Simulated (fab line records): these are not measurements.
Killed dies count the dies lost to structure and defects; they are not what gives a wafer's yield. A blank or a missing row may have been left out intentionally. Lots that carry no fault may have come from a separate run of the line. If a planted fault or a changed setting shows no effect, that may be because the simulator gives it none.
A struck lot beside a sound one | flow berkeleyCmos170 | 14 steps out of a route of 331
Sound: wafers L665.1, L665.2, L665.4. Struck: wafers L673.1, L673.2, L673.6. The cause is given at the end.
Order at every step that has rows: each side's tool, ch and its chambers, its first start. Under that, the readings that differ: sound wafers | struck wafers | difference of the means | sigmas: that difference in standard deviations of wafers without a fault.
alike: same words and numbers on both sides, and readings whose means sit less than 2 such deviations apart. not compared: any withheld reading, any reading some wafer has no value for, any bound like >300 that may hide the same value, and any number with overlapping values for which the record gives no deviation.
A row with sigmas, a row that says differs or no value, or rows on one side alone: a step with any of these is where the two part. Numbers that don't overlap but have no deviation are shown without sigmas and don't part them. A reading that every wafer of one side lacks parts them only if that side has two wafers or more.

first, 1 step without rows for these wafers: UCB170_GATE_DEVELOP_11 (develop time 45 s).
UCB170_GATE_CD_MEAS_12: the cd target is 350 nm.
  sound on cdSem-02, day 6 21:28; struck on cdSem-02, day 8 18:31
reading   | sound             | struck            | difference | sigmas
cdNm (nm) | 350.7 351.1 351.7 | 347.6 348.4 347.2 | -3.4       | -2
UCB170_GATE_OVL_MEAS_13:
  sound on overlay-02, day 6 21:35; struck on overlay-01, day 8 18:38
  alike: GATE_OVL
UCB170_GATE_ETCH_14: etches BARC in N2/H2.
  sound on rieDiel-03 ch 0,1,3, day 6 21:38; struck on rieDiel-02 ch 0,1,3, day 8 18:40
  alike: drypumpMotorCurrentA, h2FlowSccm, oesProductAu, throttleValvePct
UCB170_GATE_ETCH_15: etches poly-Si in HBr/Cl2, stops on SiO2, time 56.3 s, target depth 278.2 nm.
  sound on rieSi-02 ch 1,2,3, day 6 21:40; struck on rieSi-02 ch 0,1, day 8 18:43
  alike: HBr_flow_sccm, drypumpMotorCurrentA, oesProductAu, throttleValvePct
  not compared: rfHoursCounterH
UCB170_GATE_STRIP_16: strips in O2.
  sound on plasmaAsher-01 ch 0,1, day 6 21:43; struck on plasmaAsher-04 ch 0,1, day 8 18:46
  alike: drypumpMotorCurrentA, o2FlowSccm, oesProductAu
  not compared: rfHoursCounterH
UCB170_GATE_CD_MEAS_90: the cd target is 350 nm.
  sound on cdSem-02, day 6 21:49; struck on cdSem-02, day 8 18:52
  alike: cdNm
then, 5 steps without rows for these wafers: UCB170_GATE_CLEAN_17 (cleans in SPM, time 600 s); UCB170_PLDD_HMDS_00 (prime time 60 s); UCB170_PLDD_COAT_01 (resist thk 900 nm); UCB170_PLDD_SOFTBAKE_02 (time 60 s); UCB170_PLDD_EXPOSE_03 (exposes mask PSELECT, target cd 1200 nm).
UCB170_PLDD_PEB_04:
  struck on lithoTrack-02, day 8 20:06; sound on lithoTrack-02 ch 0, day 7 00:01
  no value came back on the struck wafers for chillPlateTempC (C), exhaustPa (Pa); on the sound wafers chillPlateTempC (C) reads 23.12 23.09 23.16
then, 1 step without rows for these wafers: UCB170_PLDD_DEVELOP_05 (develop time 45 s).

== WHERE THEY PART ==
Last at UCB170_PLDD_PEB_04 as far as this record goes, first at UCB170_GATE_CD_MEAS_12.

WHY: what had been put in by the simulator
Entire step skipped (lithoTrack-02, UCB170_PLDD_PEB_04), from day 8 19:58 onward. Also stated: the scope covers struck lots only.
